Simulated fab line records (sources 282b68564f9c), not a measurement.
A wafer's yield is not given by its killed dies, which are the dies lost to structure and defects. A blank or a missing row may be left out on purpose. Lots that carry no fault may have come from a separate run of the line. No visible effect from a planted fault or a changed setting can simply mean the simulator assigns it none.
What tool caused it? / flow rit-cmos / 39 wafers from 13 lots sampled at 2 of the route's 202 steps

## WHAT THE GAUGES SHOWED, per wafer
RIT_CONTACT_THK_MEAS_01. Usual: CONTACT_TEOS_THK 402 nm, standard deviation 5.5.
lot=L828; measured=day 3 02:05; on=film-metro-01; CONTACT_TEOS_THK (nm)=402 412 411; flag=
lot=L829; measured=day 3 09:32; on=film-metro-04; CONTACT_TEOS_THK (nm)=397 407 400; flag=
lot=L830; measured=day 3 14:02; on=film-metro-03; CONTACT_TEOS_THK (nm)=404 410 411; flag=
lot=L831; measured=day 3 18:37; on=film-metro-03; CONTACT_TEOS_THK (nm)=404 406 415; flag=
lot=L832; measured=day 3 23:58; on=film-metro-04; CONTACT_TEOS_THK (nm)=392 392 395; flag=
lot=L833; measured=day 4 07:04; on=film-metro-03; CONTACT_TEOS_THK (nm)=403 394 401; flag=
lot=L834; measured=day 4 09:55; on=film-metro-01; CONTACT_TEOS_THK (nm)=394 402 402; flag=
lot=L835; measured=day 4 18:32; on=film-metro-03; CONTACT_TEOS_THK (nm)=397 396 405; flag=
lot=L840; measured=day 5 13:47; on=film-metro-01; CONTACT_TEOS_THK (nm)=406 408 327; flag=OFF
lot=L843; measured=day 6 06:04; on=film-metro-01; CONTACT_TEOS_THK (nm)=395 321 407; flag=OFF
lot=L847; measured=day 7 02:08; on=film-metro-01; CONTACT_TEOS_THK (nm)=397 391 404; flag=
lot=L848; measured=day 7 10:25; on=film-metro-04; CONTACT_TEOS_THK (nm)=402 405 405; flag=
lot=L850; measured=day 7 18:30; on=film-metro-04; CONTACT_TEOS_THK (nm)=385 400 399; flag=

## TOOL THAT RAN EACH LOT (tool first, then ch and the chambers of the sampled wafers, then the start)
lot=L828; RIT_CONTACT_CVD_00=pecvd-04 ch 0,1,2, day 3 02:02
lot=L829; RIT_CONTACT_CVD_00=pecvd-03 ch 0,1,2, day 3 09:29
lot=L830; RIT_CONTACT_CVD_00=pecvd-02 ch 1,2, day 3 13:59
lot=L831; RIT_CONTACT_CVD_00=pecvd-04 ch 1,2, day 3 18:34
lot=L832; RIT_CONTACT_CVD_00=pecvd-03 ch 1,2, day 3 23:55
lot=L833; RIT_CONTACT_CVD_00=pecvd-02 ch 0,1,2, day 4 07:01
lot=L834; RIT_CONTACT_CVD_00=pecvd-04 ch 0,1,2, day 4 09:52
lot=L835; RIT_CONTACT_CVD_00=pecvd-03 ch 0,1,2, day 4 18:28
lot=L840; RIT_CONTACT_CVD_00=pecvd-04 ch 1,2, day 5 13:44
lot=L843; RIT_CONTACT_CVD_00=pecvd-04 ch 0,1,2, day 6 06:01
lot=L847; RIT_CONTACT_CVD_00=pecvd-03 ch 0,1,2, day 7 02:05
lot=L848; RIT_CONTACT_CVD_00=pecvd-02 ch 0,2, day 7 10:22
lot=L850; RIT_CONTACT_CVD_00=pecvd-03 ch 0,1,2, day 7 18:27
- RIT_CONTACT_CVD_00: deposits SiO2 from TEOS, target thk 400 nm, time 61 s.

## WHAT THE TOOLS THEMSELVES READ (means of the sampled wafers that have a number; where no wafer has one, the mark that the record gives instead)
RIT_CONTACT_CVD_00. Usual: heater-power-w 356 W, standard deviation 65; rf-fwd-power-W 396.3 W, standard deviation 1.9; run-length-s 88.7 s, standard deviation 0.72; susceptor-temp-C 389.98 C, standard deviation 0.2.
lot=L828; tool=pecvd-04; heater-power-w (W)=359; rf-fwd-power-W (W)=396.3; run-length-s (s)=88.2; susceptor-temp-C (C)=389.93; flag=
lot=L829; tool=pecvd-03; heater-power-w (W)=326; rf-fwd-power-W (W)=396.6; run-length-s (s)=88.7; susceptor-temp-C (C)=390.06; flag=
lot=L830; tool=pecvd-02; heater-power-w (W)=406; rf-fwd-power-W (W)=395.6; run-length-s (s)=89.0; susceptor-temp-C (C)=390.12; flag=
lot=L831; tool=pecvd-04; heater-power-w (W)=316; rf-fwd-power-W (W)=394.7; run-length-s (s)=87.7; susceptor-temp-C (C)=390.09; flag=
lot=L832; tool=pecvd-03; heater-power-w (W)=391; rf-fwd-power-W (W)=398.4; run-length-s (s)=88.7; susceptor-temp-C (C)=390.06; flag=
lot=L833; tool=pecvd-02; heater-power-w (W)=354; rf-fwd-power-W (W)=398.2; run-length-s (s)=89.5; susceptor-temp-C (C)=389.93; flag=
lot=L834; tool=pecvd-04; heater-power-w (W)=360; rf-fwd-power-W (W)=396.3; run-length-s (s)=87.9; susceptor-temp-C (C)=389.94; flag=
lot=L835; tool=pecvd-03; heater-power-w (W)=357; rf-fwd-power-W (W)=395.8; run-length-s (s)=88.6; susceptor-temp-C (C)=390.06; flag=
lot=L840; tool=pecvd-04; heater-power-w (W)=346; rf-fwd-power-W (W)=399.9; run-length-s (s)=84.1; susceptor-temp-C (C)=389.88; flag=OFF
lot=L843; tool=pecvd-04; heater-power-w (W)=329; rf-fwd-power-W (W)=398.6; run-length-s (s)=83.9; susceptor-temp-C (C)=389.98; flag=OFF
lot=L847; tool=pecvd-03; heater-power-w (W)=351; rf-fwd-power-W (W)=395.6; run-length-s (s)=89.1; susceptor-temp-C (C)=390.13; flag=
lot=L848; tool=pecvd-02; heater-power-w (W)=363; rf-fwd-power-W (W)=395.2; run-length-s (s)=89.4; susceptor-temp-C (C)=390.10; flag=
lot=L850; tool=pecvd-03; heater-power-w (W)=379; rf-fwd-power-W (W)=396.1; run-length-s (s)=88.7; susceptor-temp-C (C)=389.79; flag=

## THE ANSWER, worked out from the rows above alone
Rule: take the mean of a lot's wafers that have a number; if it is more than 3 standard deviations from the usual mean, the lot is off. A lot without any number at a reading at which 4 lots or more have one is off too. The other lots that the step has rows for count as sound. The gauges are gone through in route order, then the tools' own readings, and for those a lot's mean is taken as printed above. The first step at which some lot is off is used, and at that step the reading that is off furthest; a lot without a number counts as furthest.
Off: at RIT_CONTACT_THK_MEAS_01 (CONTACT_TEOS_THK), L840, L843.
A tool fits if, at a process step before that reading, it ran every lot that is off, and no sound lot after the first of them. The gauges at RIT_CONTACT_THK_MEAS_01 aren't tried: what is off there is off at RIT_CONTACT_CVD_00 too, on other tools, and a gauge's error can't cause that. One candidate fits, namely pecvd-04 at RIT_CONTACT_CVD_00. A fault onset in the window from L834 (day 4 09:52, its last sound lot) to L840 (day 5 13:44, its first lot off) fits.
On the lots that are off, the tool's own readings at RIT_CONTACT_CVD_00 differ by more than 5 times the standard deviation of the sound lots' means, which bears it out; run-length-s reads 84.0 s there versus 88.7 s on the sound lots.

## WHAT THE SIMULATOR PUT IN
pecvd-04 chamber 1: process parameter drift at RIT_CONTACT_CVD_00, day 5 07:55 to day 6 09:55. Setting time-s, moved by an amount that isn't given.
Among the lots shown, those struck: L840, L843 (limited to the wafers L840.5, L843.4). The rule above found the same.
